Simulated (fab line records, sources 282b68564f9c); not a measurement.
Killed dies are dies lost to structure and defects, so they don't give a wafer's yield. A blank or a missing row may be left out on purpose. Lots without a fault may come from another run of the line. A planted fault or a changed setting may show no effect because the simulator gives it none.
A struck lot beside a sound one | flow rit_cmos | 19 steps out of a route of 202
Sound: wafers L863.1, L863.4, L863.6. Struck: wafers L880.3, L880.4, L880.6. The cause comes at the end.
At each step with rows: each side's tool, then ch and its chambers, then its first start. Under that, the readings that differ: sound wafers | struck wafers | difference of the means | sigmas: that difference in standard deviations of wafers without a fault.
alike: readings whose means differ by less than 2 such deviations, and words and numbers that are the same on both sides. not compared: withheld readings, readings that some wafer has no value for, bounds like >300 that may hide the same value, and numbers for which the record gives no deviation and whose values overlap.
The two part at a step that has a row with sigmas, a row that says differs or no value, or rows on one side only. Numbers that don't overlap but have no deviation are shown without sigmas and don't part them. A reading that every wafer of one side lacks parts them only if that side has two wafers or more.

first, 1 step without rows for these wafers: RIT_GATE_CLEAN_04 (cleans in dHF, time 60 s).
RIT_FOX2_THK_MEAS_91:
  sound on film_metro-02, day 2 23:49; struck on film_metro-03, day 6 08:49
  alike: FIELD_OXIDE_LEFT_2_THK
then, 2 steps without rows for these wafers: RIT_GATE_OXIDATION_05 (target thk 3 nm, ox time 270 s); RIT_GATE_ANNEAL_06 (time 600 s).
RIT_GATE_THK_MEAS_07:
  sound on film_metro-01, day 3 07:08; struck on film_metro-02, day 6 13:33
  alike: GATE_OXIDE_THK
then, 1 step without rows for these wafers: RIT_GATE_CVD_08 (deposits poly-Si from SiH4, target thk 250 nm, time 2220 s).
RIT_GATE_THK_MEAS_09:
  sound on film_metro-01, day 3 08:48; struck on film_metro-02, day 6 15:14
  alike: GATE_POLY_THK
then, 2 steps without rows for these wafers: RIT_GATE_HMDS_10 (prime time 60 s); RIT_GATE_COAT_11 (resist thk 850 nm).
RIT_GATE_SOFTBAKE_12: time 61.13 s.
  sound on litho_track-03 ch 0, day 3 09:10; struck on litho_track-01 ch 0, day 6 15:37
  alike: plate_sensor_t_centre_C, plate_sensor_t_edge_C
then, 2 steps without rows for these wafers: RIT_GATE_EXPOSE_13 (exposes mask M6, target cd 150 nm); RIT_GATE_PEB_14.
RIT_GATE_DEVELOP_15: develop time 50 s.
  sound on litho_track-02 ch 0, day 3 09:00; struck on litho_track-01 ch 0, day 6 16:00
  reading              | sound             | struck            | difference | sigmas
  developer_temp_C (C) | 23.02 22.95 23.04 | 23.69 23.64 23.61 | +0.64      | +7
RIT_GATE_CD_MEAS_16: target cd 150 nm.
  sound on cd_sem-01, day 3 09:56; struck on cd_sem-01, day 6 16:36
  reading    | sound             | struck            | difference | sigmas
  cd_nm (nm) | 150.8 154.1 152.7 | 159.7 157.1 157.6 | +5.6       | +2
  not compared: hold
RIT_GATE_OVL_MEAS_17:
  sound on overlay-02, day 3 10:04; struck on overlay-01, day 6 18:49
  reading       | sound       | struck                                                                     | difference                   | sigmas
  hold          | - - -       | await_dispo/2.1h/release await_dispo/2.1h/release await_dispo/2.1h/release | no value on the sound wafers |
  GATE_OVL (nm) | 0.6 2.8 2.4 | -2.0 -1.8 -2.3                                                             | -4.0                         | -3
then, 1 step without rows for these wafers: RIT_GATE_HARDBAKE_18 (time 60 s).
RIT_GATE_ETCH_19: etches poly-Si in SF6/CHF3/O2, stops on SiO2, time 165 s, target depth 312.5 nm.
  sound on rie_si-02 ch 0,1,3, day 3 10:15; struck on rie_si-01 ch 0,1,2, day 6 19:00
  reading               | sound             | struck            | difference | sigmas
  model.GATE.cd_nm (nm) | 150.3 154.2 152.7 | 160.1 157.4 157.9 | +6.1       |
  alike: drypump_motor_current_A, he_backside_leak_sccm, oes_product_au, throttle_valve_pct
  not compared: rf_hours_counter_h
RIT_GATE_STRIP_20: strips in O2, time 180 s.
  sound on plasma_asher-01 ch 0,1, day 3 10:22; struck on plasma_asher-01 ch 0,1, day 6 19:22
  alike: drypump_motor_current_A
  not compared: rf_hours_counter_h
RIT_M1_PROBE_99:
  sound on prober-02, day 4 08:25; struck on prober-01, day 7 20:41
  no value came back on the struck wafers for any of 7 readings (model.etest.npoly_line.line_ohm_um, model.etest.ppoly_line.line_ohm_um and others); on the sound wafers model.etest.npoly_line.line_ohm_um reads 166.8 159.5 163.1
  alike: killed_at_M0_to_M3, killed_at_front_end, killed_dies, killed_open, killed_short

WHERE THEY PART
First at RIT_GATE_DEVELOP_15; last, within this record, at RIT_M1_PROBE_99.

WHY: what the simulator had put in
Process parameter drift: litho_track-01, from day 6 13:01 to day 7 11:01, at RIT_GATE_DEVELOP_15. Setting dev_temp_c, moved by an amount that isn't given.
